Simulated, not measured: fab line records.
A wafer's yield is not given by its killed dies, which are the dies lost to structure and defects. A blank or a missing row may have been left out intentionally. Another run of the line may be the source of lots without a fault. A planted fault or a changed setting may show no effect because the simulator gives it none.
Problem report, 8D (eight disciplines) form, completed by code    flow berkeley-cmos170    the parts of the form that need people (team, actions taken, sign-off) are left out

## 1. PROBLEM STATEMENT
A mean of 16.29 s is read at UCB170_V1_STRIP_15 for strip-time-to-endpoint-s, taken on 1 wafer of 1 lot, against 15.27 s (standard deviation 0.13) on wafers free of any fault. Measured from the usual mean, that is +7.8 standard deviations.
The step: strips in O2.
First observed at day 11 20:23: wafer L396.3, on plasma-asher-04. The record has a number at this step for 39 wafers belonging to 13 lots. By rule, "out" or "out of limits" means more than 4 standard deviations away from the usual mean. The other wafers with a number count as sound.

## 2. WHAT THIS IS AND IS NOT
question                     is                        is not
which readings at this step  strip-time-to-endpoint-s  drypump-motor-current-A, oes-product-au
which lots                   L396                      L374, L375, L377, L378, L380, L381, L382, L384, L385, L386, L389, L395
which wafers of those lots   L396.3                    L396.4, L396.5
read on which tools          plasma-asher-04           plasma-asher-02, plasma-asher-03
when                         from day 11 20:23         up to then (38 sound wafers)

## 3. WHAT RULES OUT EACH SUSPECT
Counting: any tool at a process step up to the reading remains a suspect provided it ran every lot that is out. Sound lots after the first of them don't rule it out here, since some wafers of a struck lot are sound.
- plasma-asher-02 at UCB170_NSD_STRIP_09 (strips in O2): kept. L396, the lot that is out, went through it at day 11 01:23; up to then, the latest sound lot through it was L389 at day 10 04:20.
- rtp-anneal-02 at UCB170_SILICIDE_RTA_04 (time 15 s): kept. L396, the lot that is out, went through it at day 11 03:43; up to then, the latest sound lot through it was L395 at day 11 03:31.
- rie-diel-01 at UCB170_V1_ETCH_14 (etches SiO2 in CHF3/CF4/Ar, stops on Al, target depth 1250 nm, time 291 s): kept. L396, the lot that is out, went through it at day 11 20:10; up to then, the latest sound lot through it was L386 at day 9 19:15.
- plasma-asher-04 at UCB170_V1_STRIP_15 (strips in O2): kept. L396, the lot that is out, went through it at day 11 20:23; up to then, the latest sound lot through it was L385 at day 10 06:28. On those wafers its own readings are out: strip-time-to-endpoint-s.
- Within rie-diel-01 at UCB170_V1_ETCH_14: the wafers that are out ran in chamber 1; their sound lot-mates ran in chambers 0, 3.
- The sound lot-mates ran in chamber 1 of plasma-asher-04 at UCB170_V1_STRIP_15, but the wafers that are out ran in chamber 0.
Left after counting: plasma-asher-02 at UCB170_NSD_STRIP_09, rtp-anneal-02 at UCB170_SILICIDE_RTA_04, rie-diel-01 at UCB170_V1_ETCH_14, plasma-asher-04 at UCB170_V1_STRIP_15.

## 4. THE CAUSE (what the simulator had put in)
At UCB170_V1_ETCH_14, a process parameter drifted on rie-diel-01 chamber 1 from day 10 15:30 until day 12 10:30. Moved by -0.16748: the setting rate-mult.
4 suspects survive the count, and this tool is in that group.

## 5. THE CHAIN OF EFFECTS, in route order
Each row: a reading whose mean over the struck wafers that have a number lies more than 3 standard deviations from the usual. Scope: only readings with a usual standard deviation given in the record; hours: median across lots of the time from each lot's start at the first step in this table that gives one to its start at this step; sigmas: change in usual standard deviations.
hours  step                reading                   usual    on struck wafers  change  sigmas
0      UCB170_V1_STRIP_15  strip-time-to-endpoint-s  15.27 s  16.29             +1.02   +7.8
9      UCB170_M3_PROBE_99  defect-limited-yield      98.8 %   96.2              -2.6    -3.7
9      UCB170_M3_PROBE_99  killed_at_M0_to_M3        0.9      6.0               +5.1    +5.1
9      UCB170_M3_PROBE_99  killed-dies               3.3      10.0              +6.7    +3.5
9      UCB170_M3_PROBE_99  sort_bin_5_function       0.7 %    3.4               +2.7    +5.3
9      UCB170_M3_PROBE_99  sort-n-pass               260.7    254.0             -6.7    -3.5
9      UCB170_M3_PROBE_99  sort-yield-pct            98.8 %   96.2              -2.6    -3.7
Its process steps:
- UCB170_V1_STRIP_15: strips in O2.
- UCB170_M3_PROBE_99

## 6. HOW IT WOULD HAVE BEEN CAUGHT EARLIER
In this record the first reading out of limits was taken at day 11 20:23, 29 hours after the fault began at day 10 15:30.
An alarm limit of 4 standard deviations would not have fired on the tool readings at UCB170_V1_ETCH_14 for which the record gives a usual standard deviation, since none of them was out on any struck wafer.
By day 11 20:23 the whole set of lots that are out, 1 in number, had already begun UCB170_V1_ETCH_14 on rie-diel-01. Holding the tool at that point would not have protected any of them.
